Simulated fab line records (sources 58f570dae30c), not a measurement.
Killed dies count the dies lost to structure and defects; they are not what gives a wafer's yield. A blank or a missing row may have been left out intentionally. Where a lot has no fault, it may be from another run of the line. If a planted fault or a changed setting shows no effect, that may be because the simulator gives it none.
One fault through the eyes of 2 desks :: flow berkeley_cmos170 :: each desk holds nothing but its own numbers, with what lay behind them at the end

== FROM THE METROLOGY DESK ==
Lot by lot, what the gauges showed, no matter which tool ran the lot: averages of those sampled wafers that carry a number. If a lot's mean is further than 4 standard deviations from the usual mean, the lot is out of limits and carries the mark OUT (the distance appears in the brackets).
Columns: A = PSD_TW at UCB170_PSD_TW_MEAS_10, usual 2308; B = V1_TEOS_THK at UCB170_V1_THK_MEAS_01, usual 1994 nm; C = cd_nm at UCB170_M2_CD_MEAS_15, usual 700.6 nm
lot: L224
first seen here: day 7 10:44
A: 2327
B: 1974
C: 702.8

lot: L223
first seen here: day 7 10:53
A: 2316
B: 2022
C: 698.8

lot: L225
first seen here: day 7 17:27
A: 2310
B: 1979
C: 702.0

lot: L227
first seen here: day 7 19:58
A: 2313
B: 2007
C: 700.2

lot: L226
first seen here: day 7 20:10
A: 2314
B: 1972
C: 700.3

lot: L230
first seen here: day 8 01:06
A: 2292
B: 1980
C: 699.4

lot: L229
first seen here: day 8 03:47
A: 2315
B: 1989
C: 701.2

lot: L231
first seen here: day 8 14:06
A: 2286
B: 1998
C: 698.6

lot: L233
first seen here: day 8 14:14
A: 2320
B: 1985
C: 699.9

lot: L234
first seen here: day 9 05:13
A: 2298
B: 1994
C: 703.0

lot: L235
first seen here: day 9 22:11
A: 2300
B: 2003
C: 698.3

lot: L243
first seen here: day 11 10:11
A: 2321
B: 2056
C: 700.7

lot: L245
first seen here: day 12 01:08
A: 2316
B: 2005
C: 701.6

lot: L246
first seen here: day 12 01:11
A: 2299
B: 2012
C: 701.7
This desk found nothing out of limits on any of the 14 lots.

== DESK OF THE TOOL OWNER: pecvd-03 ==
The tool's own readings at UCB170_V1_CVD_00 (deposits SiO2 from TEOS/O2, target thk 2000 nm, time 250 s): means of the sampled wafers that have a number, for each lot that ran on this tool. If a lot's mean is further than 4 standard deviations from the usual mean, the lot is out of limits and carries the mark OUT (the distance appears in the brackets).
Columns: A = heater_power_w at UCB170_V1_CVD_00, usual 251 W; B = run_length_s at UCB170_V1_CVD_00, usual 277.8 s
lot: L226
first seen here: day 8 12:05
A: 247
B: 277.7

lot: L230
first seen here: day 8 16:01
A: 261
B: 278.0

lot: L229
first seen here: day 9 00:33
A: 335
B: 278.0

lot: L235
first seen here: day 10 13:07
A: 270
B: 277.8

lot: L243
first seen here: day 12 07:41
A: 275
B: 287.4 (+18) OUT

lot: L246
first seen here: day 12 18:19
A: 229
B: 282.3 (+8.7) OUT
This desk's finding: out of limits on L243, L246; first on L243, day 12 07:41 (run_length_s at UCB170_V1_CVD_00). L226, L230, L229, L235 stayed within limits.

== ALL TOGETHER ==
The tool owner's desk could have raised an alarm at day 12 07:41, on L243, L246.
Nothing out of limits was seen by the metrology desk.
The metrology desk holds a record of L243, L246, inside its limits.
Of the lots named, all ran UCB170_V1_CVD_00 on pecvd-03.

== WHAT THE SIMULATOR HAD PUT IN ==
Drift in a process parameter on pecvd-03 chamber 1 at UCB170_V1_CVD_00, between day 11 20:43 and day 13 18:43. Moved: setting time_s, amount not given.
Struck lots among those shown: L243, L246.
Time in hours from fault onset to the first out-of-limits reading at each desk: the tool owner's desk, 11.
